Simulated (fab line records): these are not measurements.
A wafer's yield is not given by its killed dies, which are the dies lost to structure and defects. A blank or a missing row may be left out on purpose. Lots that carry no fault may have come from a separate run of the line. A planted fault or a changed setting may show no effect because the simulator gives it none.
Matching of chambers    flow berkeley-cmos170    cmp-01 running UCB170_V2_CMP_02: 4 sister chambers
The step polishes SiO2. 4 wafers are shown with their chamber, then 10 later ones without.

## EACH WAFER AND ITS CHAMBER
wafer   chamber  motor-current-A (A)
L496.6  1        16.8
L501.2  2        16.8
L500.3  0        16.8
L500.5  3        15.7

## WAFERS MISSING THEIR CHAMBER
wafer   motor-current-A (A)
L500.6  16.1
L502.3  17.0
L502.4  16.5
L502.6  16.6
L503.3  17.3
L503.4  17.4
L503.6  17.4
L506.1  16.8
L506.2  17.2
L506.6  16.6

## CHAMBER TAKEN BY EACH
wafer   from the rows above                in truth
L500.6  can't be placed: 3 or 0 or 1 or 2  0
L502.3  can't be placed: 0 or 1 or 2       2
L502.4  can't be placed: 0 or 1 or 2 or 3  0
L502.6  can't be placed: 0 or 1 or 2 or 3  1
L503.3  can't be placed: 0 or 1 or 2       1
L503.4  can't be placed: 0 or 1 or 2       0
L503.6  can't be placed: 0 or 1 or 2       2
L506.1  can't be placed: 0 or 1 or 2       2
L506.2  can't be placed: 0 or 1 or 2       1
L506.6  can't be placed: 0 or 1 or 2 or 3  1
Placed correctly: 0 of 10. Not placeable from these rows: 10 (in 10, the candidates include the true chamber). 0 placed wrongly.
How it was worked out, from the rows above alone: a wafer's distance from a chamber is the root of the sum, over the readings, of the square of ((its reading less the chamber's mean) divided by the reading's scatter). The wafer belongs to the nearest chamber; if the next one is less than 2 further off, it can't be placed. Each chamber's mean is taken over the wafers shown for it. The scatter: root of mean squared gap, hidden wafer to nearest shown wafer, with one shown wafer a chamber.
